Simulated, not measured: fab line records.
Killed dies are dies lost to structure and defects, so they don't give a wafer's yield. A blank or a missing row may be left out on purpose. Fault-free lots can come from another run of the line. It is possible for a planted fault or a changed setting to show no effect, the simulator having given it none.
Which of the tools did it?	flow rit cmos	13 lots with 39 wafers sampled at 2 steps, on a route of 202 steps

== WHAT THE GAUGES READ, wafer by wafer ==
RIT_SPACER_THK_MEAS_04. Usual: SPACER_NITRIDE_THK 249.1 nm, standard deviation 2.2.
lot	measured	on	SPACER_NITRIDE_THK (nm)	flag
L157	day 3 02:54	film metro-01	252.9 251.9 250.6	
L159	day 3 09:58	film metro-03	245.9 248.1 247.1	
L160	day 3 16:28	film metro-02	249.4 250.1 251.0	
L162	day 4 01:10	film metro-03	247.0 246.8 246.7	
L163	day 4 06:25	film metro-01	247.0 247.8 247.2	
L164	day 4 12:58	film metro-03	245.7 244.8 245.8	
L165	day 4 15:16	film metro-03	247.6 247.1 248.3	
L173	day 6 07:26	film metro-03	251.8 250.6 251.2	
L174	day 6 11:25	film metro-03	264.2 266.1 266.1	OFF
L175	day 6 15:53	film metro-03	250.8 252.4 252.0	
L178	day 7 07:32	film metro-03	249.4 249.5 250.7	
L179	day 7 12:40	film metro-01	249.9 248.7 249.2	
L180	day 7 17:23	film metro-03	249.7 250.4 251.3	

== WHICH TOOL RAN EACH LOT (tool, then ch and the chambers of the sampled wafers, then the start) ==
lot	RIT_SPACER_CVD_03
L157	lpcvd-01 ch 1, day 3 00:58
L159	lpcvd-02 ch 0, day 3 08:03
L160	lpcvd-02 ch 1, day 3 14:32
L162	lpcvd-02 ch 1, day 3 23:14
L163	lpcvd-02 ch 1, day 4 04:29
L164	lpcvd-02 ch 1, day 4 11:03
L165	lpcvd-01 ch 1, day 4 13:19
L173	lpcvd-02 ch 1, day 6 05:29
L174	lpcvd-01 ch 1, day 6 09:30
L175	lpcvd-01 ch 0, day 6 13:58
L178	lpcvd-02 ch 1, day 7 05:38
L179	lpcvd-02 ch 1, day 7 10:44
L180	lpcvd-02 ch 1, day 7 15:28
- RIT_SPACER_CVD_03: deposits Si3N4 from SiH2Cl2/NH3, target thk 250 nm, time 3300 s.

== WHAT THE TOOLS THEMSELVES READ (means of the sampled wafers that have a number; where no wafer has one, the mark that the record gives instead) ==
RIT_SPACER_CVD_03. Usual: pressure mtorr 300.0 mTorr, standard deviation 0.64; sih2cl2 flow sccm 60.00 sccm, standard deviation 0.15; spike tc source C 829.3 C, standard deviation 2.1; zone power load pct 22.1 %, standard deviation 2.3; zone power source pct 20.3 %, standard deviation 0.74.
lot	tool	pressure mtorr (mTorr)	sih2cl2 flow sccm (sccm)	spike tc source C (C)	zone power load pct (%)	zone power source pct (%)	flag
L157	lpcvd-01	300.5	60.03	829.3	19.1	21.3	
L159	lpcvd-02	300.6	60.07	837.1	22.4	19.2	OFF
L160	lpcvd-02	299.8	60.01	829.1	21.9	19.6	
L162	lpcvd-02	299.4	60.07	829.4	21.7	19.8	
L163	lpcvd-02	299.3	59.89	828.9	21.5	19.6	
L164	lpcvd-02	299.4	60.08	828.9	21.7	19.5	
L165	lpcvd-01	300.0	60.15	831.0	19.2	21.2	
L173	lpcvd-02	300.3	60.18	828.2	21.7	19.7	
L174	lpcvd-01	300.1	71.97	830.7	19.1	21.3	OFF
L175	lpcvd-01	299.1	59.93	828.2	25.3	20.8	
L178	lpcvd-02	300.6	59.78	828.8	21.5	19.7	
L179	lpcvd-02	299.2	59.99	829.4	21.6	19.7	
L180	lpcvd-02	299.8	60.03	829.2	21.4	19.7	

== THE ANSWER, worked out from the rows above alone ==
Rule: a lot counts as off when the mean over its wafers that have a number is more than 3 standard deviations away from the usual mean. A lot without any number at a reading at which 4 lots or more have one is off too. Any other lot the step has rows for is counted as sound. Order of review: gauges by route order, followed by the tools' own readings, for which a lot's mean as printed above is used. The first step at which some lot is off is used, and at that step the reading that is off furthest; a lot without a number counts as furthest.
Off: L174, seen at RIT_SPACER_THK_MEAS_04 (SPACER_NITRIDE_THK).
If a tool, at a process step before that reading, ran all the lots that are off and no sound lot after the first of them, it fits. Not tried: the gauges at RIT_SPACER_THK_MEAS_04; whatever is off there is also off at RIT_SPACER_CVD_03, on other tools, and gauge error can't account for it. No candidate that was tried fits.

== WHAT THE SIMULATOR HAD INSERTED ==
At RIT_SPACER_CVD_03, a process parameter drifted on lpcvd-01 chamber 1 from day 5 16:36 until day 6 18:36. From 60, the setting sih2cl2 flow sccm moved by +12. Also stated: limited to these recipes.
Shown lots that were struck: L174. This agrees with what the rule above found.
